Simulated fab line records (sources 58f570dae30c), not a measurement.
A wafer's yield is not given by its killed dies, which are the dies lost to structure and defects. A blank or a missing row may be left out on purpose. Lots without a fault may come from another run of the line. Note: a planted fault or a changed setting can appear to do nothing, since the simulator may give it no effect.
Which tool was responsible? + flow berkeley-cmos170 + 42 wafers from 14 lots sampled at 7 of the route's 331 steps

## WHAT THE GAUGES SHOWED, per wafer
UCB170_PSD_TW_MEAS_10.
| lot  | measured     | on            | PSD_TW         |
|------|--------------|---------------|----------------|
| L992 | day 8 07:46  | film-metro-03 | 2301 2284 2294 |
| L991 | day 8 08:08  | film-metro-01 | 2333 2341 2343 |
| L995 | day 8 19:35  | film-metro-03 | 2293 2288 2291 |
| L993 | day 8 19:28  | film-metro-01 | 2342 2331 2347 |
| L994 | day 8 19:51  | film-metro-02 | 2313 2318 2305 |
| L996 | day 9 19:56  | film-metro-03 | 2284 2285 2281 |
| L998 | day 10 09:55 | film-metro-01 | 2339 2343 2337 |
| L999 | day 10 10:34 | film-metro-01 | 2267 2282 2265 |
| L100 | day 10 04:25 | film-metro-03 | 2293 2299 2276 |
| L997 | day 10 10:19 | film-metro-03 | 2272 2288 2279 |
| L101 | day 10 10:01 | film-metro-02 | 2319 2324 2322 |
| L108 | day 10 23:53 | film-metro-03 | 2219 2229 2208 |
| L106 | day 11 00:23 | film-metro-03 | 2293 2293 2295 |
| L111 | day 12 04:05 | film-metro-01 | 2333 2336 2333 |

UCB170_NSD_CD_MEAS_06: target cd 1200 nm.
| lot  | measured     | on        | cd-nm (nm)           |
|------|--------------|-----------|----------------------|
| L992 | day 8 10:19  | cd-sem-01 | 1197.3 1197.3 1197.3 |
| L991 | day 8 10:55  | cd-sem-02 | 1198.1 1197.1 1199.1 |
| L995 | day 8 22:43  | cd-sem-02 | 1199.4 1201.3 1199.9 |
| L993 | day 8 22:08  | cd-sem-01 | 1200.1 1199.1 1199.9 |
| L994 | day 8 22:26  | cd-sem-01 | 1201.1 1199.9 1200.1 |
| L996 | day 9 21:56  | cd-sem-01 | 1197.2 1197.7 1197.7 |
| L998 | day 10 11:41 | cd-sem-02 | 1199.5 1198.7 1198.3 |
| L999 | day 10 12:43 | cd-sem-01 | 1200.1 1199.2 1201.0 |
| L100 | day 10 11:23 | cd-sem-02 | 1198.5 1196.1 1199.2 |
| L997 | day 10 12:28 | cd-sem-02 | 1200.8 1200.9 1201.6 |
| L101 | day 10 11:56 | cd-sem-01 | 1201.9 1202.1 1201.5 |
| L108 | day 11 03:41 | cd-sem-01 | 1201.7 1200.6 1199.0 |
| L106 | day 11 04:23 | cd-sem-02 | 1201.3 1201.1 1201.4 |
| L111 | day 12 06:16 | cd-sem-02 | 1202.4 1201.2 1202.2 |

UCB170_SDANNEAL_RS_MEAS_02: uses a four-point probe to measure.
| lot  | measured     | on            | PSD_RS (ohm/sq) |
|------|--------------|---------------|-----------------|
| L992 | day 8 12:02  | film-metro-02 | 75.9 75.9 75.4  |
| L991 | day 8 12:31  | film-metro-02 | 76.0 75.9 75.7  |
| L995 | day 9 00:58  | film-metro-01 | 75.5 75.7 75.7  |
| L993 | day 9 00:15  | film-metro-01 | 75.4 75.5 75.5  |
| L994 | day 9 00:41  | film-metro-03 | 75.4 75.4 75.4  |
| L996 | day 9 23:59  | film-metro-02 | 75.5 75.7 75.2  |
| L998 | day 10 13:50 | film-metro-01 | 75.6 75.3 75.3  |
| L999 | day 10 14:54 | film-metro-02 | 81.6 81.6 81.5  |
| L100 | day 10 13:33 | film-metro-02 | 75.5 76.0 75.9  |
| L997 | day 10 14:29 | film-metro-03 | 75.9 75.8 75.5  |
| L101 | day 10 14:02 | film-metro-02 | 76.1 76.2 75.9  |
| L108 | day 11 06:14 | film-metro-02 | 80.8 80.6 80.9  |
| L106 | day 11 06:50 | film-metro-01 | 75.5 75.8 75.8  |
| L111 | day 12 08:08 | film-metro-03 | 75.3 75.8 75.2  |

## WHAT TOOL EACH LOT RAN ON (gives the tool, then ch and the chambers of the sampled wafers, and finally the start)
| lot  | UCB170_PVT_STRIP_08                  | UCB170_PLDD_STRIP_10                 | UCB170_PSD_IMPLANT_08           | UCB170_PSD_STRIP_09                  |
|------|--------------------------------------|--------------------------------------|---------------------------------|--------------------------------------|
| L992 | plasma-asher-01 ch 0,1, day 7 06:09  | plasma-asher-04 ch 0,1, day 7 21:34  | implanter-03 ch 0, day 8 07:31  | plasma-asher-01 ch 0,1, day 8 07:40  |
| L991 | plasma-asher-04 ch 0,1, day 7 06:25  | plasma-asher-03 ch 1, day 7 21:13    | implanter-02 ch 0, day 8 07:53  | plasma-asher-04 ch 0,1, day 8 08:02  |
| L995 | plasma-asher-03 ch 0,1, day 7 13:32  | plasma-asher-04 ch 0,1, day 8 09:28  | implanter-02 ch 0, day 8 19:20  | plasma-asher-01 ch 0,1, day 8 19:29  |
| L993 | plasma-asher-01 ch 0,1, day 7 13:37  | plasma-asher-04 ch 0,1, day 8 08:44  | implanter-03 ch 0, day 8 19:14  | plasma-asher-03 ch 1, day 8 19:22    |
| L994 | plasma-asher-03 ch 0,1, day 7 13:44  | plasma-asher-03 ch 0,1, day 8 09:47  | implanter-01 ch 0, day 8 19:36  | plasma-asher-04 ch 0,1, day 8 19:45  |
| L996 | plasma-asher-03 ch 0,1, day 8 17:11  | plasma-asher-03 ch 0,1, day 9 11:37  | implanter-03 ch 0, day 9 19:41  | plasma-asher-03 ch 0,1, day 9 19:50  |
| L998 | plasma-asher-01 ch 0,1, day 9 01:48  | plasma-asher-02 ch 0,1, day 9 22:35  | implanter-01 ch 0, day 10 09:40 | plasma-asher-01 ch 1, day 10 09:48   |
| L999 | plasma-asher-04 ch 0,1, day 9 01:51  | plasma-asher-02 ch 0,1, day 9 22:53  | implanter-01 ch 0, day 10 10:20 | plasma-asher-01 ch 0,1, day 10 10:27 |
| L100 | plasma-asher-03 ch 0,1, day 9 02:07  | plasma-asher-03 ch 0,1, day 9 22:30  | implanter-02 ch 0, day 10 04:10 | plasma-asher-04 ch 0,1, day 10 04:19 |
| L997 | plasma-asher-01 ch 0,1, day 9 02:23  | plasma-asher-03 ch 0,1, day 9 22:50  | implanter-03 ch 0, day 10 10:05 | plasma-asher-03 ch 0,1, day 10 10:13 |
| L101 | plasma-asher-01 ch 0,1, day 9 02:40  | plasma-asher-04 ch 0,1, day 9 22:37  | implanter-02 ch 0, day 10 09:46 | plasma-asher-04 ch 0,1, day 10 09:55 |
| L108 | plasma-asher-04 ch 0,1, day 9 19:48  | plasma-asher-03 ch 0,1, day 10 14:07 | implanter-01 ch 0, day 10 23:38 | plasma-asher-01 ch 0,1, day 10 23:46 |
| L106 | plasma-asher-04 ch 0,1, day 9 20:23  | plasma-asher-02 ch 0,1, day 10 13:34 | implanter-02 ch 0, day 11 00:08 | plasma-asher-04 ch 0,1, day 11 00:17 |
| L111 | plasma-asher-04 ch 0,1, day 11 05:08 | plasma-asher-04 ch 0,1, day 11 19:17 | implanter-03 ch 0, day 12 03:50 | plasma-asher-03 ch 0,1, day 12 03:58 |
- UCB170_PVT_STRIP_08: strips in O2.
- UCB170_PLDD_STRIP_10: strips in O2.
- UCB170_PSD_IMPLANT_08
- UCB170_PSD_STRIP_09: strips in O2.

## WHAT THE TOOLS THEMSELVES READ (means of the sampled wafers that have a number; where no wafer has one, the mark that the record gives instead)
UCB170_PVT_STRIP_08.
| lot  | tool            | drypump-motor-current-A (A) | oes-product-au (a.u.) | strip-time-to-endpoint-s (s) |
|------|-----------------|-----------------------------|-----------------------|------------------------------|
| L992 | plasma-asher-01 | 5.6                         | 0.734                 | 21.67                        |
| L991 | plasma-asher-04 | 5.6                         | 0.736                 | 21.62                        |
| L995 | plasma-asher-03 | 5.8                         | 0.737                 | 21.67                        |
| L993 | plasma-asher-01 | 5.5                         | 0.731                 | 21.59                        |
| L994 | plasma-asher-03 | 6.2                         | 0.735                 | 21.65                        |
| L996 | plasma-asher-03 | 5.8                         | 0.736                 | 21.55                        |
| L998 | plasma-asher-01 | 5.5                         | 0.735                 | 21.68                        |
| L999 | plasma-asher-04 | 5.6                         | 0.734                 | 21.67                        |
| L100 | plasma-asher-03 | 5.8                         | 0.735                 | 21.67                        |
| L997 | plasma-asher-01 | 5.5                         | 0.732                 | 21.73                        |
| L101 | plasma-asher-01 | 5.5                         | 0.739                 | 21.61                        |
| L108 | plasma-asher-04 | 6.2                         | 0.739                 | 21.64                        |
| L106 | plasma-asher-04 | 6.1                         | 0.734                 | 21.63                        |
| L111 | plasma-asher-04 | 5.6                         | 0.734                 | 21.62                        |

UCB170_PLDD_STRIP_10.
| lot  | tool            | drypump-motor-current-A (A) | oes-product-au (a.u.) | strip-time-to-endpoint-s (s) |
|------|-----------------|-----------------------------|-----------------------|------------------------------|
| L992 | plasma-asher-04 | 6.2                         | 0.734                 | 21.66                        |
| L991 | plasma-asher-03 | 6.6                         | 0.732                 | 21.66                        |
| L995 | plasma-asher-04 | 5.6                         | 0.729                 | 21.69                        |
| L993 | plasma-asher-04 | 6.2                         | 0.736                 | 21.63                        |
| L994 | plasma-asher-03 | 6.2                         | 0.736                 | 21.75                        |
| L996 | plasma-asher-03 | 5.8                         | 0.732                 | 21.57                        |
| L998 | plasma-asher-02 | 5.9                         | 0.737                 | 21.68                        |
| L999 | plasma-asher-02 | 5.9                         | 0.736                 | 21.58                        |
| L100 | plasma-asher-03 | 6.2                         | 0.732                 | 21.61                        |
| L997 | plasma-asher-03 | 5.7                         | 0.736                 | 21.69                        |
| L101 | plasma-asher-04 | 6.2                         | 0.736                 | 21.64                        |
| L108 | plasma-asher-03 | 6.2                         | 0.734                 | 21.59                        |
| L106 | plasma-asher-02 | 5.9                         | 0.732                 | 21.65                        |
| L111 | plasma-asher-04 | 5.6                         | 0.734                 | 21.80                        |

UCB170_PSD_IMPLANT_08.
| lot  | tool         | beam-on-s (s) | dose-ions-cm2 | faraday-current-uA |
|------|--------------|---------------|---------------|--------------------|
| L992 | implanter-03 | 10.04         | 2.996e+15     | 9231               |
| L991 | implanter-02 | 9.94          | 3.002e+15     | 9324               |
| L995 | implanter-02 | 9.89          | 2.994e+15     | 9382               |
| L993 | implanter-03 | 10.09         | 2.999e+15     | 9154               |
| L994 | implanter-01 | 10.18         | 3.002e+15     | 9111               |
| L996 | implanter-03 | 9.96          | 2.996e+15     | 9290               |
| L998 | implanter-01 | 10.09         | 3.001e+15     | 9170               |
| L999 | implanter-01 | 9.86          | 2.729e+15     | 8536               |
| L100 | implanter-02 | 10.18         | 3.000e+15     | 9082               |
| L997 | implanter-03 | 10.02         | 2.998e+15     | 9252               |
| L101 | implanter-02 | 9.90          | 2.999e+15     | 9366               |
| L108 | implanter-01 | 9.87          | 2.730e+15     | 8574               |
| L106 | implanter-02 | 9.98          | 2.997e+15     | 9289               |
| L111 | implanter-03 | 9.81          | 3.005e+15     | 9473               |

UCB170_PSD_STRIP_09.
| lot  | tool            | drypump-motor-current-A (A) | oes-product-au (a.u.) | strip-time-to-endpoint-s (s) |
|------|-----------------|-----------------------------|-----------------------|------------------------------|
| L992 | plasma-asher-01 | 5.5                         | 0.603                 | 29.42                        |
| L991 | plasma-asher-04 | 5.6                         | 0.594                 | 29.43                        |
| L995 | plasma-asher-01 | 5.5                         | 0.599                 | 29.36                        |
| L993 | plasma-asher-03 | 6.5                         | 0.596                 | 29.43                        |
| L994 | plasma-asher-04 | 6.2                         | 0.598                 | 29.35                        |
| L996 | plasma-asher-03 | 5.8                         | 0.598                 | 29.40                        |
| L998 | plasma-asher-01 | 5.5                         | 0.599                 | 29.45                        |
| L999 | plasma-asher-01 | 5.5                         | 0.617                 | 28.44                        |
| L100 | plasma-asher-04 | 5.6                         | 0.599                 | 29.41                        |
| L997 | plasma-asher-03 | 5.7                         | 0.603                 | 29.26                        |
| L101 | plasma-asher-04 | 5.6                         | 0.597                 | 29.39                        |
| L108 | plasma-asher-01 | 5.6                         | 0.611                 | 28.44                        |
| L106 | plasma-asher-04 | 5.6                         | 0.600                 | 29.30                        |
| L111 | plasma-asher-03 | 6.2                         | 0.601                 | 29.42                        |

## THE ANSWER, worked out from the rows above alone
Rule: usual is defined by the lots themselves. Put in order of their means at a reading, lots are off if they are a third of the lots or fewer, leave a main group of 4 or more, and stand apart from it by a gap of 3 or more times the standard deviation of the main group's means; of several such gaps the widest counts. A main group is skipped when, at the precision printed for the reading in the tables above, its means are all equal. Also off: a lot with no number at a reading for which 4 or more lots have one. Where the step has rows for the other lots, those lots are counted as sound. First the gauges in route order, then the tools' own readings, where a lot's mean is used as printed above. The first step at which some lot is off is used, and at that step the reading that is off furthest; a lot without a number counts as furthest.
Off: at UCB170_SDANNEAL_RS_MEAS_02 (PSD_RS), L999, L108. Main group: mean 75.6 ohm/sq, sd 0.2.
If a tool, at a process step before that reading, ran all the lots that are off and no sound lot after the first of them, it fits. The gauges at UCB170_SDANNEAL_RS_MEAS_02 aren't tried: what is off there is off at UCB170_PSD_IMPLANT_08 too, on other tools, and a gauge's error can't cause that. 2 tools fit, implanter-01 at UCB170_PSD_IMPLANT_08 and plasma-asher-01 at UCB170_PSD_STRIP_09, so this cannot tell which one it is.

## WHAT THE SIMULATOR HAD INSERTED
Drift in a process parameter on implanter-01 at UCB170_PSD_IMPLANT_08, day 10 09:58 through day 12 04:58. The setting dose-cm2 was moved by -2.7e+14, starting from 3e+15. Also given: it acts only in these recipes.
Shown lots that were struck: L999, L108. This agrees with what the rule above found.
